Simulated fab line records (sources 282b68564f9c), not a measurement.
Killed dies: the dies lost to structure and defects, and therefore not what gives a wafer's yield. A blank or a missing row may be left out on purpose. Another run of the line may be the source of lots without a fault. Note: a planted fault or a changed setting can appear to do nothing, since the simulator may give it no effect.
fab line records -- flow ritCmos
record lots=15, wafers=45, lastDay=7
route steps=202 shown GATE@81 M1@202
lots with no fault: from the same line, run without faults
startH: start of the lot's first displayed wafer, in hours after the record's first day -- waitH: how many hours have passed since the lot's step before this one -- " unchanged from the row above -- L1.1+2: one row covering several wafers at once -- - no value, or no start was given -- * or withheld: withheld -- < > ~ a bound
route shown NAME@n: NAME is a module with steps in the file, n the number in the route of the first one -- usual: mean/standard deviation of fault-free wafers -- same: alike in all rows -- chamber/n: place in a boat -- sites: readings site by site -- _std_site: how widely they spread, as a standard deviation -- _edge_site: the outer-site mean with the inner-site mean subtracted -- radiusMm: for every site, how far away it sits from the centre of the wafer -- mask NAME#n: copy n -- behind: the last tool/chamber to shape the wafer -- hold: what put the lot on hold/how long, in hours/how the hold closed -- device: transistor that didn't switch, given as n, p or np -- end of line: tests run on the same wafers once the route is complete -- where a step has no rows: the recipe by itself -- killed: dies lost to structure and defects at the first sort, not the wafer's yield -- map: the dies of a wafer, with x for killed, . for not killed, _ for no die there
set.NAME: the setting as run; set.NAME@STEP: as run at that earlier step -- model.NAME: the simulator's own value behind a step, which no gauge read
one table for each step of the route and one row for each wafer, over a sample of lots
services: the hour from which a tool's chamber was out of use, counted from the record's first day as startH (under 0 if before that day), plus the number of hours and why
## steps
# step RIT_GATE_OXIDATION_05
# recipe tempC=900, ambient=O2, targetThkA=30, oxTimeS=270
# usual oxTimeS=270/0, tubeCenterTempC=899.99/0.081, zonePowerCentrePct=42.3/0.78
lot.wafer,tool,chamber,startH,waitH,oxTimeS,tubeCenterTempC,zonePowerCentrePct
L526.1,furnace-03,0,38.72,0.1,270,899.94,43.4
L526.2,furnace-03,0,38.72,0.1,270,899.94,42.8
L526.4,furnace-03,0,38.72,0.1,270,899.81,43.0
L527.2,furnace-02,0,43.51,0.3,270,900.04,41.9
L527.3,furnace-02,0,43.51,0.3,270,900.09,41.8
L527.4,furnace-02,0,43.51,0.3,270,899.88,42.1
L528.1,furnace-04,0,51.33,0.5,270,900.09,42.4
L528.4,furnace-04,0,51.33,0.5,270,899.94,43.2
L528.6,furnace-04,0,51.33,0.5,270,900.08,43.1
L529.1,furnace-02,0,52.05,0.1,270,900.09,41.0
L529.3,furnace-02,0,52.05,0.1,270,899.98,41.8
L529.4,furnace-02,0,52.05,0.1,270,899.9,41.0
L531.2,furnace-02,0,63.45,0.6,270,900,41.6
L531.3,furnace-02,0,63.45,0.6,270,899.94,41.8
L531.4,furnace-02,0,63.45,0.6,270,900.12,40.9
L532.3,furnace-02,0,67.27,0.0,324,899.93,41.5
L532.4,furnace-02,0,67.27,0.0,324,900.05,41.4
L532.5,furnace-02,0,67.27,0.0,324,899.84,41.2
L533.1,furnace-02,0,71.80,0.1,324,900.01,41.7
L533.4,furnace-02,0,71.80,0.1,324,899.89,42.0
L533.6,furnace-02,0,71.80,0.1,324,900.04,41.6
L535.2,furnace-04,0,81.83,0.1,270,900.04,42.0
L535.3,furnace-04,0,81.83,0.1,270,899.92,42.8
L535.4,furnace-04,0,81.83,0.1,270,900,43.0
L536.1,furnace-02,0,87.64,0.1,324,899.98,41.5
L536.5,furnace-02,0,87.64,0.1,324,899.92,41.8
L536.6,furnace-02,0,87.64,0.1,324,899.91,41.6
L543.1,furnace-04,0,121.85,0.1,270,899.9,42.1
L543.4,furnace-04,0,121.85,0.1,270,899.95,42.5
L543.5,furnace-04,0,121.85,0.1,270,900.02,42.3
L544.1,furnace-04,0,127.73,0.1,270,899.92,43.3
L544.5,furnace-04,0,127.73,0.1,270,899.77,42.5
L544.6,furnace-04,0,127.73,0.1,270,900.09,43.3
L545.2,furnace-04,0,132.69,0.0,270,899.9,42.6
L545.3,furnace-04,0,132.69,0.0,270,899.98,42.6
L545.6,furnace-04,0,132.69,0.0,270,900.05,42.2
L546.1,furnace-03,0,137.27,0.1,270,899.95,43.4
L546.2,furnace-03,0,137.27,0.1,270,900.04,43.4
L546.5,furnace-03,0,137.27,0.1,270,900.11,42.9
L547.1,furnace-02,0,141.96,0.1,270,899.99,41.2
L547.2,furnace-02,0,141.96,0.1,270,900.02,41.3
L547.6,furnace-02,0,141.96,0.1,270,900.04,41.3
L548.2,furnace-04,0,149.27,0.8,270,900.12,42.5
L548.4,furnace-04,0,149.27,0.8,270,899.98,42.9
L548.5,furnace-04,0,149.27,0.8,270,900.07,43.0
# step RIT_GATE_THK_MEAS_07
# recipe reads=SiO2_of_GATE_OXIDATION_05
# usual GATE_OXIDE_THK=3.00/0.062
lot.wafer,tool,chamber,startH,waitH,GATE_OXIDE_THK[nm]
L526.1,filmMetro-03,-,40.04,0.0,2.90
L526.2,filmMetro-03,-,40.04,0.0,2.94
L526.4,filmMetro-03,-,40.04,0.0,2.93
L527.2,filmMetro-01,-,44.84,0.0,3.03
L527.3,filmMetro-01,-,44.84,0.0,3.05
L527.4,filmMetro-01,-,44.84,0.0,2.96
L528.1,filmMetro-03,-,53.38,0.0,3.02
L528.4,filmMetro-03,-,53.38,0.0,3.05
L528.6,filmMetro-03,-,53.38,0.0,3.05
L529.1,filmMetro-04,-,53.63,0.0,2.87
L529.3,filmMetro-04,-,53.63,0.0,2.94
L529.4,filmMetro-04,-,53.63,0.0,2.94
L531.2,filmMetro-03,-,64.79,0.0,2.91
L531.3,filmMetro-03,-,64.79,0.0,2.98
L531.4,filmMetro-03,-,64.79,0.0,2.88
L532.3,filmMetro-04,-,68.62,0.0,3.49
L532.4,filmMetro-04,-,68.62,0.0,3.48
L532.5,filmMetro-04,-,68.62,0.0,3.38
L533.1,filmMetro-01,-,74.44,0.0,3.45
L533.4,filmMetro-01,-,74.44,0.0,3.48
L533.6,filmMetro-01,-,74.44,0.0,3.48
L535.2,filmMetro-01,-,83.89,0.0,3.04
L535.3,filmMetro-01,-,83.89,0.0,2.99
L535.4,filmMetro-01,-,83.89,0.0,3.00
L536.1,filmMetro-01,-,88.96,0.0,3.38
L536.5,filmMetro-01,-,88.96,0.0,3.46
L536.6,filmMetro-01,-,88.96,0.0,3.40
L543.1,filmMetro-03,-,123.90,0.0,2.97
L543.4,filmMetro-03,-,123.90,0.0,2.97
L543.5,filmMetro-03,-,123.90,0.0,2.97
L544.1,filmMetro-01,-,129.06,0.0,3.02
L544.5,filmMetro-01,-,129.06,0.0,3.04
L544.6,filmMetro-01,-,129.06,0.0,3.00
L545.2,filmMetro-01,-,134.02,0.0,3.05
L545.3,filmMetro-01,-,134.02,0.0,3.09
L545.6,filmMetro-01,-,134.02,0.0,3.07
L546.1,filmMetro-03,-,138.59,0.0,2.97
L546.2,filmMetro-03,-,138.59,0.0,3.03
L546.5,filmMetro-03,-,138.59,0.0,3.03
L547.1,filmMetro-04,-,143.28,0.0,2.91
L547.2,filmMetro-04,-,143.28,0.0,2.94
L547.6,filmMetro-04,-,143.28,0.0,2.96
L548.2,filmMetro-03,-,150.60,0.0,2.99
L548.4,filmMetro-03,-,150.60,0.0,3.04
L548.5,filmMetro-03,-,150.60,0.0,3.08
# step RIT_M1_PROBE_99
# usual killed_at_M0_to_M3=0.0/0.083, killedAtContacts=0.1/0.32, killedAtFrontEnd=7/3, killedDies=7/3, killedOpen=3.4/2.2, killedShort=3.3/1.8
# same grossDies=264, killed_at_M4_up=0, killedAtBackSide=0, killedAtOther=0
lot.wafer,tool,chamber,startH,waitH,killed_at_M0_to_M3,killedAtContacts,killedAtFrontEnd,killedDies,killedOpen,killedShort
L527.2,prober-01,-,68.51,0.1,0,0,10,10,6,4
L527.3,prober-01,-,68.56,0.2,0,0,6,6,4,2
L527.4,prober-01,-,68.61,0.2,0,2,5,7,2,5
L529.1,prober-01,-,78.19,0.1,0,0,14,14,8,6
L529.3,prober-01,-,78.29,0.2,0,0,5,5,2,3
L529.4,prober-01,-,78.34,0.2,0,0,6,6,4,2
L543.1,prober-01,-,149.39,0.1,0,0,4,4,1,3
L543.4,prober-01,-,149.54,0.2,0,0,3,3,1,2
L543.5,prober-01,-,149.59,0.2,0,0,2,2,0,2
# killed by level:class
L527.2 GATE:geometricParticle:open=3 GATE:geometricParticle:short=2 FOX1:geometricParticle:open=1 FOX1:geometricParticle:short=1 FOX2:geometricParticle:open=1 SILICIDE:geometricParticle:open=1 SILICIDE:geometricParticle:short=1
L527.3 FOX1:geometricParticle:open=3 FOX1:geometricParticle:short=1 GATE:geometricParticle:short=1 GATE:geometricParticle:open=1
L527.4 GATE:geometricParticle:short=1 REOX:geometricParticle:short=1 SPACER:geometricParticle:short=1 SPACER:geometricParticle:open=1 SILICIDE:geometricParticle:short=1 CONTACT:geometricParticle:short=1 CONTACT:geometricParticle:open=1
L529.1 SILICIDE:geometricParticle:open=3 FOX1:geometricParticle:short=2 GATE:geometricParticle:open=2 GATE:geometricParticle:short=2 SPACER:geometricParticle:open=2 ACTIVE:geometricParticle:short=1 REOX:geometricParticle:open=1 SILICIDE:geometricParticle:short=1
L529.3 GATE:geometricParticle:short=2 FOX1:geometricParticle:open=1 FOX1:geometricParticle:short=1 FOX2:geometricParticle:open=1
L529.4 SILICIDE:geometricParticle:open=2 FOX2:geometricParticle:short=1 FOX2:geometricParticle:open=1 GATE:geometricParticle:short=1 GATE:geometricParticle:open=1
L543.1 FOX1:geometricParticle:open=1 FOX2:geometricParticle:short=1 GATE:geometricParticle:short=1 SILICIDE:geometricParticle:short=1
L543.4 FOX2:geometricParticle:short=1 GATE:geometricParticle:short=1 SILICIDE:geometricParticle:open=1
L543.5 FOX2:geometricParticle:short=1 SPACER:geometricParticle:short=1
## services
tool,chamber,startH,hours,kind
furnace-04,-,59.94,3.0,pm
furnace-02,-,114.22,2.1,pm
furnace-03,-,126.84,4.6,pm
furnace-03,-,144.13,2.8,pm
## key
firstSign step=RIT_GATE_OXIDATION_05, reading=oxTimeS, direction=up, sigmas=99+, usual=*, struck=*
effect step=RIT_GATE_THK_MEAS_07, reading=GATE_OXIDE_THK, direction=up, sigmas=7.2, usual=3.00, struck=3.45
metAt RIT_GATE_OXIDATION_05
struckLots L532,L533,L536
testerLeftOut L532,L533,L536
onsetBetween 63.45 67.27
fault kind=processParameterDrift, tool=furnace-02, chamber=-, onsetH=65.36, steps=RIT_GATE_OXIDATION_05, channel=oxTimeS, offset=*, shape=step, endH=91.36, actsIn=*, stated=*
# testerLeftOut: of these lots the tester's yield and bins aren't shown, on N5 and GAA mostly nor the transistor test; their killed dies are dies lost to structure and defects alone, not to doping, threshold or leakage, so they don't give the yield
